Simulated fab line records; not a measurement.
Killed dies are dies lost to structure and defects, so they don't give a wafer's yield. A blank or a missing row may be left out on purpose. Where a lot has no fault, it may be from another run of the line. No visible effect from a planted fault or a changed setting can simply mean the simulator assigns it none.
The tool behind it: which one? / flow berkeley-cmos170 / 7 lots, 21 wafers sampled, at 2 steps of a route of 331

== WHAT EACH GAUGE READ, for each wafer ==
UCB170_SILICIDE_RS_MEAS_02: the measuring method here is four-point-probe.
lot=L980; measured=day 8 09:05; on=film-metro-02; SILICIDE_TI_RS (ohm/sq)=26.1 25.5 26.1
lot=L981; measured=day 8 09:34; on=film-metro-02; SILICIDE_TI_RS (ohm/sq)=25.9 25.9 26.2
lot=L984; measured=day 9 08:58; on=film-metro-02; SILICIDE_TI_RS (ohm/sq)=25.3 25.5 25.3
lot=L983; measured=day 9 09:54; on=film-metro-03; SILICIDE_TI_RS (ohm/sq)=26.0 25.9 25.8
lot=L990; measured=day 9 17:49; on=film-metro-02; SILICIDE_TI_RS (ohm/sq)=21.4 26.2 21.4
lot=L995; measured=day 11 07:35; on=film-metro-02; SILICIDE_TI_RS (ohm/sq)=26.5 26.3 26.1
lot=L999; measured=day 12 08:26; on=film-metro-03; SILICIDE_TI_RS (ohm/sq)=26.5 26.1 26.6

== TOOL THAT RAN EACH LOT (tool first, then ch and the chambers of the sampled wafers, then the start) ==
lot=L980; UCB170_SILICIDE_SPUTTER_01=pvd-sputter-02, day 8 09:01
lot=L981; UCB170_SILICIDE_SPUTTER_01=pvd-sputter-04, day 8 09:32
lot=L984; UCB170_SILICIDE_SPUTTER_01=pvd-sputter-02, day 9 08:56
lot=L983; UCB170_SILICIDE_SPUTTER_01=pvd-sputter-02, day 9 09:50
lot=L990; UCB170_SILICIDE_SPUTTER_01=pvd-sputter-04, day 9 17:47
lot=L995; UCB170_SILICIDE_SPUTTER_01=pvd-sputter-02, day 11 07:33
lot=L999; UCB170_SILICIDE_SPUTTER_01=pvd-sputter-02, day 12 08:22
- UCB170_SILICIDE_SPUTTER_01: material Ti, target thk 30 nm, time 25 s.

== THE ANSWER, worked out from the rows above alone ==
Rule: the usual values come from the lots themselves. The widest of any qualifying gaps counts: lots, ordered by their means at a reading, are off when they make up no more than a third of the lots, leave a main group of 4 or more, and stand apart from it by 3 or more times the standard deviation of that group's means. If all means in a main group match to the digits the tables above print for the reading, that group is not used. Also off: a lot with no number at a reading for which 4 or more lots have one. Where the step has rows for the other lots, those lots are counted as sound.
Off: L990, seen at UCB170_SILICIDE_RS_MEAS_02 (SILICIDE_TI_RS). Main group: mean 26.0 ohm/sq, sd 0.33.
A tool fits if, at a process step before that reading, it ran every lot that is off, and no sound lot after the first of them. Those tools and the gauges at UCB170_SILICIDE_RS_MEAS_02 are tried in the same way. One fits: pvd-sputter-04 at UCB170_SILICIDE_SPUTTER_01. A fault onset in the window from L981 (day 8 09:32, its last sound lot) to L990 (day 9 17:47, its first lot off) fits.

== WHAT THE SIMULATOR HAD INSERTED ==
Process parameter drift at UCB170_SILICIDE_SPUTTER_01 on pvd-sputter-04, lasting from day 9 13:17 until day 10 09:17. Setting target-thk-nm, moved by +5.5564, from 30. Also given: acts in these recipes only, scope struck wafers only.
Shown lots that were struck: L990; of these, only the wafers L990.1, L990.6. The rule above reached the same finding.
